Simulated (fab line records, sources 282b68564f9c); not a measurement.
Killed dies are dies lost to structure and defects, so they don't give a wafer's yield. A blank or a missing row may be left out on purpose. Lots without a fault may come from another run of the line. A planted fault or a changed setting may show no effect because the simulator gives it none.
Tool commonality check | flow rit_cmos | 14 lots, 42 wafers sampled

WHY IT WAS OPENED
At RIT_ACTIVE_THK_MEAS_02 the reading ACTIVE_OXIDE_THK is flagged on 2 of 14 lots. Wafers without a fault read 47.2 nm, standard deviation 0.84.
Rule: a lot is flagged when every wafer of it that has a number lies more than 4 standard deviations from that mean, or none has a number. The other lots count as sound.

lot  | measured    | on            | ACTIVE_OXIDE_THK (nm), wafer by wafer | flag
L690 | day 1 12:53 | film_metro-02 | 47.0 46.5 48.0                        |
L691 | day 1 18:25 | film_metro-04 | 47.1 47.4 47.4                        |
L692 | day 1 22:03 | film_metro-03 | 46.3 45.9 46.7                        |
L693 | day 2 03:04 | film_metro-03 | 48.4 47.6 48.4                        |
L695 | day 2 14:32 | film_metro-03 | 48.1 48.2 47.8                        |
L702 | day 4 00:04 | film_metro-04 | 33.6 33.3 33.8                        | FLAGGED
L703 | day 4 05:03 | film_metro-04 | 34.4 33.1 33.7                        | FLAGGED
L704 | day 4 11:02 | film_metro-04 | 44.7 45.8 45.9                        |
L707 | day 5 01:03 | film_metro-04 | 47.8 48.0 47.6                        |
L708 | day 5 06:03 | film_metro-04 | 46.6 46.4 47.2                        |
L709 | day 5 11:04 | film_metro-04 | 46.7 46.4 47.2                        |
L710 | day 5 16:03 | film_metro-04 | 46.6 46.2 46.6                        |
L711 | day 5 21:03 | film_metro-03 | 48.5 48.0 46.8                        |
L713 | day 6 07:03 | film_metro-02 | 45.8 45.7 46.0                        |
The numbers of the flagged lots are 33.6 nm on average: -13.6 nm against the usual, or -16 standard deviations.

WHICH TOOL RAN EACH LOT
The record holds 1 process step before the reading, out of a route of 202 steps. In each cell: the tool, then ch and the chambers that the sampled wafers went through, then the start.
lot  | flag    | RIT_ACTIVE_OXIDATION_01
L690 |         | furnace-02 ch 0, day 1 10:56
L691 |         | furnace-01 ch 0, day 1 16:29
L692 |         | furnace-04 ch 0, day 1 20:07
L693 |         | furnace-02 ch 0, day 2 01:07
L695 |         | furnace-02 ch 0, day 2 12:34
L702 | FLAGGED | furnace-04 ch 0, day 3 22:07
L703 | FLAGGED | furnace-04 ch 0, day 4 03:07
L704 |         | furnace-02 ch 0, day 4 09:06
L707 |         | furnace-01 ch 0, day 4 23:07
L708 |         | furnace-02 ch 0, day 5 04:07
L709 |         | furnace-02 ch 0, day 5 09:07
L710 |         | furnace-01 ch 0, day 5 14:07
L711 |         | furnace-01 ch 0, day 5 19:07
L713 |         | furnace-01 ch 0, day 6 05:07
What these steps do:
- RIT_ACTIVE_OXIDATION_01: target thk 46.8 nm, ox time 3360 s.
- RIT_ACTIVE_THK_MEAS_02

FLAGGED OVER TOTAL, TOOL BY TOOL (the gauges that took the reading come last)
step                    | tool          | lots run | flagged | share of the flagged lots | sound lots run after its first flagged lot
RIT_ACTIVE_OXIDATION_01 | furnace-01    | 5        | 0       | none                      | -
RIT_ACTIVE_OXIDATION_01 | furnace-02    | 6        | 0       | none                      | -
RIT_ACTIVE_OXIDATION_01 | furnace-04    | 3        | 2       | all                       | 0
RIT_ACTIVE_THK_MEAS_02  | film_metro-02 | 2        | 0       | none                      | -
RIT_ACTIVE_THK_MEAS_02  | film_metro-03 | 4        | 0       | none                      | -
RIT_ACTIVE_THK_MEAS_02  | film_metro-04 | 8        | 2       | all                       | 5 (L704,L707,L708,L709,L710)

WHAT THE TABLE ALLOWS
2 rows of the table ran every flagged lot: furnace-04 at RIT_ACTIVE_OXIDATION_01, film_metro-04 at RIT_ACTIVE_THK_MEAS_02.
- furnace-04 at RIT_ACTIVE_OXIDATION_01: 2 of its 3 lots flagged. Its last sound lot is L692 (day 1 20:07), its first flagged lot L702 (day 3 22:07): a fault that began between those two fits. Its own readings lie more than 4 standard deviations out on every wafer of the flagged lots: spike_tc_centre_C, spike_tc_load_C, spike_tc_source_C, tube_center_temp_C, tube_center_temp_C_max.
- film_metro-04 at RIT_ACTIVE_THK_MEAS_02: 2 of its 8 lots flagged. Sound lots ran on it after the first flagged one (L704, L707, L708, L709, L710), which a lasting fault on the whole tool wouldn't allow.
One tool is left: furnace-04 at RIT_ACTIVE_OXIDATION_01.

WHAT THE SIMULATOR HAD PUT IN
Process parameter drift: furnace-04, from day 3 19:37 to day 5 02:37, at RIT_ACTIVE_OXIDATION_01. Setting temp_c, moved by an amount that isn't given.
Lots struck among those shown: L702, L703. The rule above found the same.
